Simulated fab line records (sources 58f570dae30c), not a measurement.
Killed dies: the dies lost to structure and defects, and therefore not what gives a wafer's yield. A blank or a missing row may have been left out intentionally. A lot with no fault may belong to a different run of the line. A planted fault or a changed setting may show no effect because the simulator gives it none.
Problem report in the 8D (eight disciplines) form, filled by code + flow berkeley-cmos170 + the parts of the form that need people (team, actions taken, sign-off) are left out

1. THE PROBLEM
Wafers without a fault read 700.3 nm, standard deviation 1.3; cd-nm at UCB170_CONTACT_CD_MEAS_15 reads a mean of 687.0 nm on 6 wafers belonging to 2 lots. Relative to the usual mean, that is a shift of -10 standard deviations.
The step: target cd 700 nm.
The first sign was on wafer L107.2 at day 11 10:38, on cd-sem-02. At this step, 42 wafers from 14 lots have a number in the record. By rule, "out" or "out of limits" means more than 4 standard deviations away from the usual mean. The rest of the wafers with a number are treated as sound.

2. WHAT IT IS AND WHAT IT IS NOT
| question                    | is                     | is not                                                                    |
|-----------------------------|------------------------|---------------------------------------------------------------------------|
| which readings at this step | cd-nm                  | -                                                                         |
| which lots                  | L107, L108             | L100, L101, L105, L109, L110, L988, L989, L990, L993, L994, L996, L999    |
| which wafers of those lots  | all that have a number | -                                                                         |
| read on which gauges        | cd-sem-01, cd-sem-02   | -                                                                         |
| when                        | from day 11 10:38      | up to then (30 sound wafers); but 6 sound wafers of L109, L110 came after |

3. WHAT RULES OUT EACH SUSPECT
Counting: a tool at any process step up to the reading remains a suspect when it ran all the lots that are out and ran no sound lot after the first of those.
- the gauge at UCB170_CONTACT_CD_MEAS_15 has been ruled out. Those wafers that are out were read across 2 gauges (cd-sem-01, cd-sem-02).
- litho-track-02 at UCB170_CONTACT_PEB_13: kept. It ran every lot that is out, first L107 (day 11 10:22), and no sound lot after that; its last sound lot up to then is L101 (day 10 23:38). Its own readings are out on those wafers: heater-power-total-W, plate-temp-C.
The count leaves litho-track-02 at UCB170_CONTACT_PEB_13.

4. THE CAUSE (what the simulator had put in)
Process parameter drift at UCB170_CONTACT_PEB_13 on litho-track-02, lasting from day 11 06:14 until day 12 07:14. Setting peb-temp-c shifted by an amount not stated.
The count eliminated every tool but this one.

5. SEQUENCE OF EFFECTS, ordered by route
Each row: a reading whose mean over the struck wafers that have a number lies more than 3 standard deviations from the usual. Scope: only readings with a usual standard deviation given in the record; hours: median across lots of the time from each lot's start at the first step in this table that gives one to its start at this step; sigmas: change in usual standard deviations.
| hours | step                      | reading              | usual    | on struck wafers | change | sigmas |
|-------|---------------------------|----------------------|----------|------------------|--------|--------|
| 0     | UCB170_CONTACT_PEB_13     | heater-power-total-W | 56.80 W  | 55.76            | -1.04  | -22    |
| 0     | UCB170_CONTACT_PEB_13     | plate-temp-C         | 129.99 C | 128.09           | -1.91  | -15    |
| 0     | UCB170_CONTACT_CD_MEAS_15 | cd-nm                | 700.3 nm | 687.0            | -13.3  | -10    |
It contains these process steps:
- UCB170_CONTACT_PEB_13

6. HOW IT WOULD HAVE BEEN CAUGHT EARLIER
In this record the first reading out of limits at a measuring or inspecting step was taken at day 11 10:38, 4 hours after the fault began at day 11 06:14.
The tool's own readings at UCB170_CONTACT_PEB_13 were out on every struck wafer that the step has a row for (heater-power-total-W, plate-temp-C): an alarm limit on them would have fired on the first of those.
L108, from the lots that are out (2), started UCB170_CONTACT_PEB_13 on litho-track-02 later than day 11 10:38. Putting the tool on hold at that point would have spared it.
